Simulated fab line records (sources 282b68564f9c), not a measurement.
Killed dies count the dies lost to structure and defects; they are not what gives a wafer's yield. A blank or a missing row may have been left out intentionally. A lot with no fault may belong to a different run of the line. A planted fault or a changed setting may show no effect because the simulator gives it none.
fab line records	flow rit_cmos
record: lots: 6	wafers: 18	last_day: 7
route steps=202 shown FOX2@24 NWELL@28 PWELL@39 WELLDRIVE@50 NRETRO@53 PRETRO@64 GATE@95 M1@202
lots with no fault: from the same line, run without faults
start_h: the number of hours between the record's first day and the start of the first shown wafer of the lot	wait_h: hours elapsed since this lot's preceding step	" identical to the entry in the row above	L1.1+2: several wafers, shown together as one row	- value missing, or start not given	* or withheld: withheld	< > ~ a bound
route shown NAME@n: names a module that has steps shown in the file, with the first one's number in the route	usual: mean/standard deviation taken from wafers without a fault	same: alike in all rows	chamber/n: place in a boat	sites: readings site by site	_std_site: how widely they spread, as a standard deviation	_edge_site: the outer-site mean with the inner-site mean subtracted	radius_mm: for every site, how far away it sits from the centre of the wafer	mask NAME#n: copy n	behind: tool/chamber where the wafer was last shaped	hold: the reason the lot was held/the length of the hold in hours/how it ended	device: names the non-switching transistor (n, p or np)	end of line: tests of these same wafers at the route's end	step lacking rows: just its recipe	killed: dies lost to structure and defects at the first sort, not the wafer's yield	map: a wafer's dies, x killed, . not, _ none there
set.NAME: setting as actually run; set.NAME@STEP: the setting as run at that earlier step	model.NAME: the simulator's own value behind a step, which no gauge read
certain route steps with their lots: each step a table, each wafer a row
services: from which hour (start_h, from the record's first day; less than 0 if before it) a tool's chamber was out of use, for how many hours, and why
== steps ==
step: RIT_FOX2_THK_MEAS_01
recipe: reads: SiO2_of_FOX2_OXIDATION_00
usual: FOX2_OXIDE_THK: 353/6.9
lot.wafer	tool	chamber	start_h	wait_h	FOX2_OXIDE_THK[nm]
L513.1	film_metro-04	-	26.68	0.0	340
L513.2	"	-	"	"	349
L513.4	"	-	"	"	348
L518.1	film_metro-03	-	49.12	0.0	348
L518.4	"	-	"	"	344
L518.6	"	-	"	"	349
L522.2	film_metro-04	-	68.64	0.0	350
L522.3	"	-	"	"	351
L522.6	"	-	"	"	353
L527.2	film_metro-01	-	95.02	0.0	358
L527.5	"	-	"	"	353
L527.6	"	-	"	"	355
L529.2	film_metro-01	-	103.49	0.0	358
L529.5	"	-	"	"	361
L529.6	"	-	"	"	360
L531.1	film_metro-01	-	116.19	0.0	352
L531.2	"	-	"	"	347
L531.4	"	-	"	"	349
step: RIT_FOX2_CLEAN_02
recipe: chemistry: dHF	dilution: 50:1	time_s: 180
step: RIT_FOX2_WET_ETCH_03
recipe: chemistry: H3PO4	target: Si3N4	target_depth_nm: 195	temp_c: 165	time_s: 2700
step: RIT_FOX2_THK_MEAS_90
recipe: reads: SiO2_of_FOX2_OXIDATION_00
usual: FIELD_OXIDE_LEFT_1_THK: 325/6.9
lot.wafer	tool	chamber	start_h	wait_h	FIELD_OXIDE_LEFT_1_THK[nm]
L513.1	film_metro-04	-	27.56	0.0	313
L513.2	"	-	"	"	322
L513.4	"	-	"	"	322
L518.1	film_metro-01	-	50.00	0.0	320
L518.4	"	-	"	"	316
L518.6	"	-	"	"	321
L522.2	film_metro-04	-	69.67	0.0	323
L522.3	"	-	"	"	324
L522.6	"	-	"	"	326
L527.2	film_metro-04	-	95.89	0.0	331
L527.5	"	-	"	"	326
L527.6	"	-	"	"	328
L529.2	film_metro-03	-	104.43	0.0	330
L529.5	"	-	"	"	333
L529.6	"	-	"	"	333
L531.1	film_metro-01	-	117.21	0.0	325
L531.2	"	-	"	"	320
L531.4	"	-	"	"	322
step: RIT_NWELL_HMDS_00
recipe: prime_time_s: 60	prime_temp_c: 140
step: RIT_NWELL_COAT_01
recipe: resist: NOVOLAK	spin_rpm: 2000	resist_thk_nm: 1300
step: RIT_NWELL_SOFTBAKE_02
recipe: resist: NOVOLAK	temp_c: 90	time_s: 60
step: RIT_NWELL_EXPOSE_03
recipe: mask_id: M2	na: 0.57	target_cd_nm: 43900	dose_mj: 250
step: RIT_NWELL_PEB_04
recipe: resist: NOVOLAK	temp_c: withheld	time_s: withheld
step: RIT_NWELL_DEVELOP_05
recipe: resist: NOVOLAK	develop_time_s: 68	dev_temp_c: 23
step: RIT_NWELL_OVL_MEAS_06
usual: NWELL_OVL: 1.3/1.3
lot.wafer	tool	chamber	start_h	wait_h	NWELL_OVL[nm]
L513.1	overlay-01	-	28.62	-	2.7
L513.2	"	-	"	"	2.3
L513.4	"	-	"	"	1.2
L518.1	overlay-02	-	51.06	-	1.0
L518.4	"	-	"	"	-1.1
L518.6	"	-	"	"	1.5
L522.2	overlay-02	-	70.73	-	0.0
L522.3	"	-	"	"	0.9
L522.6	"	-	"	"	0.1
L527.2	overlay-01	-	96.83	-	1.1
L527.5	"	-	"	"	2.0
L527.6	"	-	"	"	-0.2
L529.2	overlay-01	-	105.37	-	2.6
L529.5	"	-	"	"	1.6
L529.6	"	-	"	"	3.5
L531.1	overlay-01	-	118.15	-	1.0
L531.2	"	-	"	"	1.7
L531.4	"	-	"	"	2.5
step: RIT_NWELL_HARDBAKE_07
recipe: resist: NOVOLAK	temp_c: 140	time_s: 120
step: RIT_NWELL_IMPLANT_08
recipe: species: P	energy_kev: 170	dose_cm2: 5e+13	tilt_deg: 7
usual: dose_ions_cm2: 5.001e+13/5.5e+10	faraday_current_uA: 159/3.2
lot.wafer	tool	chamber	start_h	wait_h	dose_ions_cm2	faraday_current_uA
L513.1	implanter-03	0	28.91	0.2	4.997e+13	160
L513.2	"	0	"	"	5e+13	160
L513.4	"	0	"	"	4.997e+13	164
L518.1	implanter-03	0	51.35	0.2	3.099e+13	95
L518.4	"	0	"	"	3.097e+13	97
L518.6	"	0	"	"	3.106e+13	100
L522.2	implanter-03	0	71.03	0.2	3.106e+13	98
L522.3	"	0	"	"	3.109e+13	99
L522.6	"	0	"	"	3.115e+13	95
L527.2	implanter-02	0	97.27	0.2	5.006e+13	160
L527.5	"	0	"	"	5e+13	162
L527.6	"	0	"	"	5.003e+13	157
L529.2	implanter-02	0	105.67	0.2	5e+13	163
L529.5	"	0	"	"	4.99e+13	158
L529.6	"	0	"	"	5.007e+13	155
L531.1	implanter-02	0	118.43	0.2	4.996e+13	160
L531.2	"	0	"	"	4.996e+13	158
L531.4	"	0	"	"	4.991e+13	162
step: RIT_NWELL_STRIP_09
recipe: chemistry: O2	time_s: 180	resist: NOVOLAK	platen_temp_c: withheld	power_w: 500	pressure_mtorr: 4000	o2_flow_sccm: 4000
usual: drypump_motor_current_A: 5.5/0.44
lot.wafer	tool	chamber	start_h	wait_h	drypump_motor_current_A	rf_hours_counter_h
L513.1	plasma_asher-01	1	29.06	0.1	6.0	39
L513.2	"	0	"	"	5.6	39
L513.4	"	1	"	"	6.0	-
L518.1	plasma_asher-04	1	51.50	0.1	5.0	43
L518.4	"	0	"	"	5.5	-
L518.6	"	1	"	"	4.9	-
L522.2	plasma_asher-03	0	71.16	0.1	6.3	26
L522.3	"	1	"	"	5.2	-
L522.6	"	1	"	"	5.2	-
L527.2	plasma_asher-04	1	97.39	0.1	4.9	48
L527.5	"	1	"	"	5.0	-
L527.6	"	0	"	"	5.4	-
L529.2	plasma_asher-03	0	105.80	0.1	6.4	30
L529.5	"	1	"	"	5.2	-
L529.6	"	0	"	"	6.3	-
L531.1	plasma_asher-01	0	118.58	0.1	5.6	0
L531.2	"	1	"	"	6.0	0
L531.4	"	1	"	"	5.9	-
step: RIT_NWELL_TW_MEAS_10
usual: NWELL_TW: 2149/24
lot.wafer	tool	chamber	start_h	wait_h	NWELL_TW
L513.1	film_metro-04	-	29.23	0.1	2151
L513.2	"	-	"	"	2134
L513.4	"	-	"	"	2133
L518.1	film_metro-01	-	51.67	0.1	1867
L518.4	"	-	"	"	1878
L518.6	"	-	"	"	1868
L522.2	film_metro-02	-	71.34	0.1	1821
L522.3	"	-	"	"	1826
L522.6	"	-	"	"	1834
L527.2	film_metro-04	-	97.58	0.1	2134
L527.5	"	-	"	"	2149
L527.6	"	-	"	"	2135
L529.2	film_metro-04	-	105.98	0.1	2155
L529.5	"	-	"	"	2151
L529.6	"	-	"	"	2141
L531.1	film_metro-02	-	118.76	0.1	2110
L531.2	"	-	"	"	2116
L531.4	"	-	"	"	2103
step: RIT_PWELL_HMDS_00
recipe: prime_time_s: 60	prime_temp_c: 140
step: RIT_PWELL_COAT_01
recipe: resist: NOVOLAK	spin_rpm: 2000	resist_thk_nm: 1300
step: RIT_PWELL_SOFTBAKE_02
recipe: resist: NOVOLAK	temp_c: 90	time_s: 60
step: RIT_PWELL_EXPOSE_03
recipe: mask_id: M3	na: 0.57	target_cd_nm: 43700	dose_mj: 250
step: RIT_PWELL_PEB_04
recipe: resist: NOVOLAK	temp_c: withheld	time_s: withheld
step: RIT_PWELL_DEVELOP_05
recipe: resist: NOVOLAK	develop_time_s: 68	dev_temp_c: 23
step: RIT_PWELL_OVL_MEAS_06
usual: PWELL_OVL: -0.6/1.3
lot.wafer	tool	chamber	start_h	wait_h	PWELL_OVL[nm]
L513.1	overlay-01	-	30.17	-	0.0
L513.2	"	-	"	"	1.0
L513.4	"	-	"	"	-0.1
L518.1	overlay-02	-	52.74	-	-2.3
L518.4	"	-	"	"	-2.9
L518.6	"	-	"	"	-3.8
L522.2	overlay-01	-	72.41	-	1.1
L522.3	"	-	"	"	0.2
L522.6	"	-	"	"	1.0
L527.2	overlay-02	-	98.64	-	-2.3
L527.5	"	-	"	"	-1.5
L527.6	"	-	"	"	-0.8
L529.2	overlay-02	-	106.92	-	-0.6
L529.5	"	-	"	"	0.2
L529.6	"	-	"	"	-2.1
L531.1	overlay-02	-	119.82	-	0.0
L531.2	"	-	"	"	-0.5
L531.4	"	-	"	"	1.4
step: RIT_PWELL_HARDBAKE_07
recipe: resist: NOVOLAK	temp_c: 140	time_s: 120
step: RIT_PWELL_IMPLANT_08
recipe: species: B	energy_kev: 170	dose_cm2: 7e+13	tilt_deg: 7
step: RIT_PWELL_STRIP_09
recipe: chemistry: O2	time_s: 180	resist: NOVOLAK	platen_temp_c: withheld	power_w: 518.6	pressure_mtorr: 4000	o2_flow_sccm: 4000
usual: drypump_motor_current_A: 5.6/0.43
lot.wafer	tool	chamber	start_h	wait_h	drypump_motor_current_A	rf_hours_counter_h
L513.1	plasma_asher-04	1	30.61	0.1	4.9	40
L513.2	"	0	"	"	5.4	40
L513.4	"	0	"	"	5.5	-
L518.1	plasma_asher-02	0	53.17	0.1	5.8	40
L518.4	"	0	"	"	5.8	-
L518.6	"	1	"	"	5.8	-
L522.2	plasma_asher-03	1	72.84	0.1	5.2	27
L522.3	"	1	"	"	5.2	-
L522.6	"	1	"	"	5.2	-
L527.2	plasma_asher-03	1	99.07	0.1	5.2	29
L527.5	"	0	"	"	6.3	-
L527.6	"	1	"	"	5.2	-
L529.2	plasma_asher-04	0	107.35	0.1	5.5	49
L529.5	"	1	"	"	5.0	-
L529.6	"	0	"	"	5.4	-
L531.1	plasma_asher-04	1	120.26	0.1	4.9	50
L531.2	"	0	"	"	5.5	50
L531.4	"	1	"	"	4.9	-
step: RIT_PWELL_TW_MEAS_10
usual: PWELL_TW: 956/8.1
lot.wafer	tool	chamber	start_h	wait_h	PWELL_TW
L513.1	film_metro-02	-	30.78	0.1	943
L513.2	"	-	"	"	952
L513.4	"	-	"	"	942
L518.1	film_metro-04	-	53.35	0.1	955
L518.4	"	-	"	"	954
L518.6	"	-	"	"	948
L522.2	film_metro-01	-	73.03	0.1	961
L522.3	"	-	"	"	965
L522.6	"	-	"	"	962
L527.2	film_metro-01	-	99.25	0.1	964
L527.5	"	-	"	"	964
L527.6	"	-	"	"	965
L529.2	film_metro-04	-	107.53	0.1	957
L529.5	"	-	"	"	947
L529.6	"	-	"	"	948
L531.1	film_metro-04	-	120.44	0.1	959
L531.2	"	-	"	"	955
L531.4	"	-	"	"	956
step: RIT_WELLDRIVE_ANNEAL_00
recipe: temp_c: 1100	time_s: 14700	ambient: N2
step: RIT_WELLDRIVE_RS_MEAS_01
recipe: thk_meas_gauge: four-point-probe
usual: NWELL_RS: 275.2/0.77
lot.wafer	tool	chamber	start_h	wait_h	NWELL_RS[ohm/sq]
L513.1	film_metro-04	-	35.93	0.0	276.2
L513.2	"	-	"	"	275.7
L513.4	"	-	"	"	276.4
L518.1	film_metro-02	-	58.49	0.0	369.1
L518.4	"	-	"	"	368.1
L518.6	"	-	"	"	368.3
L522.2	film_metro-04	-	78.59	0.0	369.1
L522.3	"	-	"	"	368.0
L522.6	"	-	"	"	369.0
L527.2	film_metro-01	-	104.40	0.0	277.1
L527.5	"	-	"	"	276.3
L527.6	"	-	"	"	276.4
L529.2	film_metro-02	-	113.42	0.0	276.2
L529.5	"	-	"	"	274.8
L529.6	"	-	"	"	274.9
L531.1	film_metro-04	-	125.58	0.0	275.3
L531.2	"	-	"	"	275.1
L531.4	"	-	"	"	274.7
step: RIT_WELLDRIVE_RS_MEAS_02
recipe: thk_meas_gauge: four-point-probe
usual: PWELL_RS: 429.1/1.1
lot.wafer	tool	chamber	start_h	wait_h	PWELL_RS[ohm/sq]
L513.1	film_metro-04	-	36.05	0.1	427.8
L513.2	"	-	"	"	428.4
L513.4	"	-	"	"	427.1
L518.1	film_metro-02	-	58.61	0.1	430.4
L518.4	"	-	"	"	429.3
L518.6	"	-	"	"	429.8
L522.2	film_metro-04	-	78.71	0.1	428.6
L522.3	"	-	"	"	427.3
L522.6	"	-	"	"	428.1
L527.2	film_metro-01	-	104.52	0.1	428.9
L527.5	"	-	"	"	430.4
L527.6	"	-	"	"	430.2
L529.2	film_metro-02	-	113.54	0.1	428.5
L529.5	"	-	"	"	428.4
L529.6	"	-	"	"	428.6
L531.1	film_metro-04	-	125.70	0.1	429.6
L531.2	"	-	"	"	429.5
L531.4	"	-	"	"	429.4
step: RIT_NRETRO_HMDS_00
recipe: prime_time_s: 60	prime_temp_c: 140
step: RIT_NRETRO_COAT_01
recipe: resist: NOVOLAK	spin_rpm: 2000	resist_thk_nm: 1300
step: RIT_NRETRO_SOFTBAKE_02
recipe: resist: NOVOLAK	temp_c: 90	time_s: 60
step: RIT_NRETRO_EXPOSE_03
recipe: mask_id: M4	na: 0.57	target_cd_nm: 43900	dose_mj: 250
step: RIT_NRETRO_PEB_04
recipe: resist: NOVOLAK	temp_c: withheld	time_s: withheld
step: RIT_NRETRO_DEVELOP_05
recipe: resist: NOVOLAK	develop_time_s: 68	dev_temp_c: 23
step: RIT_NRETRO_OVL_MEAS_06
usual: NRETRO_OVL: 0.0/1.2
lot.wafer	tool	chamber	start_h	wait_h	NRETRO_OVL[nm]
L513.1	overlay-01	-	37.05	-	2.8
L513.2	"	-	"	"	1.2
L513.4	"	-	"	"	0.6
L518.1	overlay-02	-	59.61	-	1.1
L518.4	"	-	"	"	0.4
L518.6	"	-	"	"	0.6
L522.2	overlay-01	-	79.69	-	2.1
L522.3	"	-	"	"	0.5
L522.6	"	-	"	"	1.3
L527.2	overlay-02	-	105.51	-	1.5
L527.5	"	-	"	"	-0.6
L527.6	"	-	"	"	-0.1
L529.2	overlay-02	-	114.65	-	-1.1
L529.5	"	-	"	"	-1.5
L529.6	"	-	"	"	-1.8
L531.1	overlay-01	-	126.70	-	0.9
L531.2	"	-	"	"	1.3
L531.4	"	-	"	"	-0.7
step: RIT_NRETRO_HARDBAKE_07
recipe: resist: NOVOLAK	temp_c: 140	time_s: 120
step: RIT_NRETRO_IMPLANT_08
recipe: species: P	energy_kev: 70	dose_cm2: 1.023e+13	tilt_deg: 7
step: RIT_NRETRO_STRIP_09
recipe: chemistry: O2	time_s: 180	resist: NOVOLAK	platen_temp_c: withheld	power_w: 500	pressure_mtorr: 4000	o2_flow_sccm: 4000
usual: drypump_motor_current_A: 5.5/0.34
lot.wafer	tool	chamber	start_h	wait_h	drypump_motor_current_A	rf_hours_counter_h
L513.1	plasma_asher-04	1	37.48	0.1	5.0	41
L513.2	"	0	"	"	5.5	41
L513.4	"	0	"	"	5.5	-
L518.1	plasma_asher-01	0	60.05	0.1	5.6	42
L518.4	"	1	"	"	6.0	-
L518.6	"	1	"	"	6.0	-
L522.2	plasma_asher-01	1	80.12	0.1	6.0	44
L522.3	"	0	"	"	5.6	-
L522.6	"	0	"	"	5.6	-
L527.2	plasma_asher-02	1	105.94	0.1	5.8	46
L527.5	"	1	"	"	5.8	-
L527.6	"	0	"	"	5.8	-
L529.2	plasma_asher-04	1	115.08	0.1	5.0	50
L529.5	"	0	"	"	5.5	-
L529.6	"	1	"	"	5.0	-
L531.1	plasma_asher-04	0	127.24	0.1	5.5	51
L531.2	"	1	"	"	5.0	51
L531.4	"	0	"	"	5.5	-
step: RIT_NRETRO_TW_MEAS_10
usual: NRETRO_TW: 1051/9.3
lot.wafer	tool	chamber	start_h	wait_h	NRETRO_TW
L513.1	film_metro-02	-	37.66	0.1	1052
L513.2	"	-	"	"	1049
L513.4	"	-	"	"	1053
L518.1	film_metro-04	-	60.22	0.1	1055
L518.4	"	-	"	"	1064
L518.6	"	-	"	"	1057
L522.2	film_metro-02	-	80.31	0.1	1048
L522.3	"	-	"	"	1040
L522.6	"	-	"	"	1037
L527.2	film_metro-02	-	106.13	0.1	1045
L527.5	"	-	"	"	1039
L527.6	"	-	"	"	1041
L529.2	film_metro-03	-	115.26	0.1	1049
L529.5	"	-	"	"	1057
L529.6	"	-	"	"	1048
L531.1	film_metro-03	-	127.41	0.1	1047
L531.2	"	-	"	"	1040
L531.4	"	-	"	"	1047
step: RIT_PRETRO_HMDS_00
recipe: prime_time_s: 60	prime_temp_c: 140
step: RIT_PRETRO_COAT_01
recipe: resist: NOVOLAK	spin_rpm: 2000	resist_thk_nm: 1300
step: RIT_GATE_ETCH_19
recipe: chemistry: SF6/CHF3/O2	time_s: 165	SF6_flow_sccm: 30	CHF3_flow_sccm: 30	O2_flow_sccm: 5	target: poly-Si	pressure_mtorr: 40	rf_w: 160	target_depth_a: 3125	over_etch_frac: 0.25	stop_on: SiO2
usual: drypump_motor_current_A: 5.8/0.42	oes_product_au: 0.850/0.0086	rf_fwd_power_W: 159.3/0.52	throttle_valve_pct: 10.23/0.12
same: over_etch_frac: 0.25
lot.wafer	tool	chamber	start_h	wait_h	drypump_motor_current_A	oes_product_au	rf_fwd_power_W	rf_hours_counter_h	throttle_valve_pct	model.GATE.cd_nm
L513.1	rie_si-01	2	44.47	0.1	5.7	0.858	159.8	1	10.30	151.5
L513.2	"	0	"	"	5.9	0.850	159.2	2	10.23	149.9
L513.4	"	3	"	"	5.4	0.847	158.8	47	10.16	151.4
L518.1	rie_si-02	2	66.67	0.1	5.6	0.847	159.5	142	10.14	147.3
L518.4	"	0	"	"	5.3	0.853	160.1	145	10.41	148.2
L518.6	"	2	"	"	5.6	0.841	159.7	-	10.15	146.8
L522.2	rie_si-02	2	87.04	0.1	5.6	0.837	159.6	142	10.15	149.4
L522.3	"	0	"	"	5.3	0.850	160.2	145	10.44	149.9
L522.6	"	2	"	"	5.6	0.834	160.0	-	10.18	150.5
L527.2	rie_si-01	0	115.89	0.1	5.9	0.855	160.8	3	10.24	148.9
L527.5	"	0	"	"	5.9	0.854	159.5	-	10.22	145.9
L527.6	"	3	"	"	5.4	0.858	158.4	-	10.15	147.3
L529.2	rie_si-01	0	121.81	0.1	5.8	0.849	159.3	3	10.23	149.7
L529.5	"	0	"	"	5.8	0.843	159.3	-	10.21	149.1
L529.6	"	3	"	"	5.4	0.844	158.4	-	10.17	149.4
L531.1	rie_si-01	3	134.78	0.1	5.4	0.851	159.0	48	10.14	154.1
L531.2	"	2	"	"	5.6	0.844	159.1	2	10.32	149.9
L531.4	"	2	"	"	5.7	0.832	159.9	-	10.32	153.5
step: RIT_M1_PROBE_99
usual: killed_at_contacts: 0.1/0.25	killed_at_front_end: 7.1/2.9	killed_dies: 7.2/2.9	killed_open: 3.6/1.9	killed_short: 3.5/1.9
same: gross_dies: 264	killed_at_M0_to_M3: 0	killed_at_M4_up: 0	killed_at_back_side: 0	killed_at_other: 0
lot.wafer	tool	chamber	start_h	wait_h	killed_at_contacts	killed_at_front_end	killed_dies	killed_open	killed_short	model.etest.pmos_0p3.r_on_ohm_um	model.etest.pmos_turned.r_on_ohm_um	model.etest.pmos_0p15.r_on_ohm_um	model.etest.nwell_pinched.rs_ohm_sq	model.etest.well_edge_left.line_ohm_um	model.etest.well_edge_right.line_ohm_um	model.etest.pmos_0p15.drive_ua_um	model.etest.pmos_turned.drive_ua_um
L513.1	prober-01	-	64.23	0.1	0	4	4	3	1	6495	3581	2892	334.7	181.5	182.7	243.3	178.8
L513.2	prober-01	-	64.28	0.1	0	4	4	3	1	6532	3612	2873	338.4	182	181.5	242	176.5
L513.4	prober-01	-	64.38	0.2	0	7	7	3	4	6625	3681	2955	336.2	184.6	184.4	235.8	172
L518.1	prober-02	-	86.96	0.1	0	7	7	4	3	5845	3273	2637	470.1	256.1	254.7	285.7	210.9
L518.4	prober-02	-	87.11	0.2	0	12	12	4	8	5872	3282	2627	464.4	251.6	251.2	279.8	209.4
L518.6	prober-02	-	87.21	0.2	1	5	6	3	3	5883	3264	2627	466.5	251.2	251.5	286.2	209.5
L522.2	prober-01	-	107.70	0.1	1	10	11	7	4	6109	3513	2807	463.9	255.8	256.6	265.3	190.6
L522.3	prober-01	-	107.75	0.2	0	4	4	3	1	6066	3388	2756	464.2	256	252.2	267.4	200.4
L522.6	prober-01	-	107.90	0.2	0	12	12	8	4	6035	3436	2794	468.6	257.2	259.7	267.6	198.4
L527.2	prober-02	-	138.05	0.1	0	7	7	3	4	6709	3799	2988	343.5	186.6	184.5	232.1	163.6
L527.5	prober-02	-	138.20	0.2	0	3	3	1	2	6532	3628	2862	342.7	183.7	183.5	246.9	173.8
L527.6	prober-02	-	138.25	0.2	1	10	11	4	7	6739	3807	2963	342.7	182.1	183.3	236.8	162.5
L529.2	prober-02	-	143.07	0.1	0	7	7	3	4	6398	3424	2790	341.9	183.8	183.6	253.7	189.8
L529.5	prober-02	-	143.22	0.2	0	2	2	2	0	6398	3472	2798	337.4	180.9	180.8	249.7	186.5
L529.6	prober-02	-	143.27	0.2	0	9	9	4	5	6493	3420	2754	337.3	183.8	186.2	251	192.7
L531.1	prober-02	-	156.57	0.1	0	6	6	4	2	6328	3626	2909	336.4	185.5	182.9	241.2	178.4
L531.2	prober-02	-	156.62	0.1	1	11	12	7	5	6265	3530	2829	340.8	181.4	179	247.8	183.3
L531.4	prober-02	-	156.72	0.2	0	8	8	5	3	6383	3677	2967	338.6	184.7	181.4	242.7	176.6
killed by level:class
L513.1 FOX1:geometric_particle:short=1 FOX2:geometric_particle:open=1 GATE:geometric_particle:open=1 SILICIDE:geometric_particle:open=1
L513.2 ACTIVE:geometric_particle:open=1 FOX1:geometric_particle:open=1 GATE:geometric_particle:open=1 SILICIDE:geometric_particle:short=1
L513.4 FOX1:geometric_particle:short=2 GATE:geometric_particle:open=2 GATE:geometric_particle:short=1 REOX:geometric_particle:open=1 SPACER:geometric_particle:short=1
L518.1 FOX2:geometric_particle:open=3 GATE:geometric_particle:short=2 SILICIDE:geometric_particle:short=1 GATE:geometric_particle:open=1
L518.4 GATE:geometric_particle:short=4 FOX2:geometric_particle:short=3 SILICIDE:geometric_particle:open=3 GATE:geometric_particle:open=1 SILICIDE:geometric_particle:short=1
L518.6 FOX2:geometric_particle:open=2 FOX2:geometric_particle:short=1 GATE:geometric_particle:short=1 SPACER:geometric_particle:open=1 CONTACT:geometric_particle:short=1
L522.2 GATE:geometric_particle:open=3 GATE:geometric_particle:short=3 FOX2:geometric_particle:open=2 FOX1:geometric_particle:open=1 REOX:geometric_particle:short=1 CONTACT:geometric_particle:open=1
L522.3 GATE:geometric_particle:open=1 REOX:geometric_particle:open=1 SPACER:geometric_particle:open=1 SILICIDE:geometric_particle:short=1
L522.6 GATE:geometric_particle:open=3 SPACER:geometric_particle:open=3 GATE:geometric_particle:short=2 FOX1:geometric_particle:open=1 REOX:geometric_particle:short=1 SPACER:geometric_particle:short=1 SILICIDE:geometric_particle:open=1
L527.2 GATE:geometric_particle:short=3 GATE:geometric_particle:open=2 FOX2:geometric_particle:open=1 REOX:geometric_particle:short=1
L527.5 GATE:geometric_particle:open=1 REOX:geometric_particle:short=1 SPACER:geometric_particle:short=1
L527.6 GATE:geometric_particle:open=2 REOX:geometric_particle:short=2 REOX:geometric_particle:open=2 SPACER:geometric_particle:short=2 GATE:geometric_particle:short=1 SILICIDE:geometric_particle:short=1 CONTACT:geometric_particle:short=1
L529.2 GATE:geometric_particle:open=2 GATE:geometric_particle:short=2 FOX2:geometric_particle:short=1 SPACER:geometric_particle:short=1 SILICIDE:geometric_particle:open=1
L529.5 FOX1:geometric_particle:open=1 REOX:geometric_particle:open=1
L529.6 SILICIDE:geometric_particle:short=3 FOX2:geometric_particle:short=2 REOX:geometric_particle:open=2 GATE:geometric_particle:open=1 SILICIDE:geometric_particle:open=1
L531.1 GATE:geometric_particle:open=4 REOX:geometric_particle:short=1 SPACER:geometric_particle:short=1
L531.2 FOX1:geometric_particle:open=2 GATE:geometric_particle:short=2 GATE:geometric_particle:open=2 FOX2:geometric_particle:open=1 REOX:geometric_particle:open=1 REOX:geometric_particle:short=1 SPACER:geometric_particle:open=1 SPACER:geometric_particle:short=1
L531.4 GATE:geometric_particle:open=4 FOX1:geometric_particle:open=1 FOX1:geometric_particle:short=1 SPACER:geometric_particle:short=1 SILICIDE:geometric_particle:short=1
== services ==
tool	chamber	start_h	hours	kind
implanter-02	-	12.54	3.6	repair
plasma_asher-02	-	19.21	2.5	repair
plasma_asher-03	-	21.76	15.6	pm
plasma_asher-01	-	34.24	5.5	repair
plasma_asher-04	-	52.02	1.9	repair
implanter-03	-	86.57	2.8	repair
rie_si-01	3	89.50	4.9	repair
rie_si-01	0	94.70	4.2	repair
implanter-02	-	98.49	0.9	repair
plasma_asher-01	-	108.75	9.0	pm
plasma_asher-01	0	108.75	9.0	vent_cycle
plasma_asher-01	1	108.75	9.0	vent_cycle
implanter-02	-	109.12	0.7	repair
plasma_asher-02	-	109.32	2.8	pm
plasma_asher-01	0	117.75	-	clean
plasma_asher-01	1	117.75	-	clean
rie_si-02	3	121.22	-	clean
rie_si-02	3	121.22	23.3	scheduled_down
rie_si-02	3	121.22	23.3	vent_cycle
rie_si-01	0	125.31	16.7	repair
== key ==
first_sign: step: RIT_NWELL_IMPLANT_08	reading: dose_ions_cm2	direction: down	sigmas: 99+	usual: 5.001e+13	struck: 3.106e+13
effect: step: RIT_NWELL_IMPLANT_08	reading: faraday_current_uA	direction: down	sigmas: 19	usual: 159	struck: 97
effect: step: RIT_NWELL_TW_MEAS_10	reading: NWELL_TW	direction: down	sigmas: 12	usual: 2149	struck: 1849
effect: step: RIT_WELLDRIVE_RS_MEAS_01	reading: NWELL_RS	direction: up	sigmas: 99+	usual: 275.2	struck: 368.6
model_effect: step: RIT_GATE_ETCH_19	value: GATE.cd_nm	without: 150.2	struck: 148.7
model_effect: step: RIT_M1_PROBE_99	value: etest.pmos_0p3.r_on_ohm_um	without: 6354	struck: 5968
met_at RIT_NWELL_IMPLANT_08
struck_wafers L518.1,L518.4,L518.6,L522.2,L522.3,L522.6
tester_left_out L518,L522
loop_trim: step: RIT_GATE_EXPOSE_13	setting: dose	lots: L518
onset_between 28.91 51.35
fault: kind: process_parameter_drift	tool: implanter-03	chamber: -	onset_h: 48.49	steps: RIT_NWELL_IMPLANT_08	channel: dose_cm2	offset: -1.8951e+13	shape: step	end_h: 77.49	acts_in: these_recipes_only	stated: 5e+13
tester_left_out: of these lots the tester's yield and bins aren't shown, on N5 and GAA mostly nor the transistor test; their killed dies are dies lost to structure and defects alone, not to doping, threshold or leakage, so they don't give the yield
loop_trim: a control loop set the setting to another value than it would have without faults
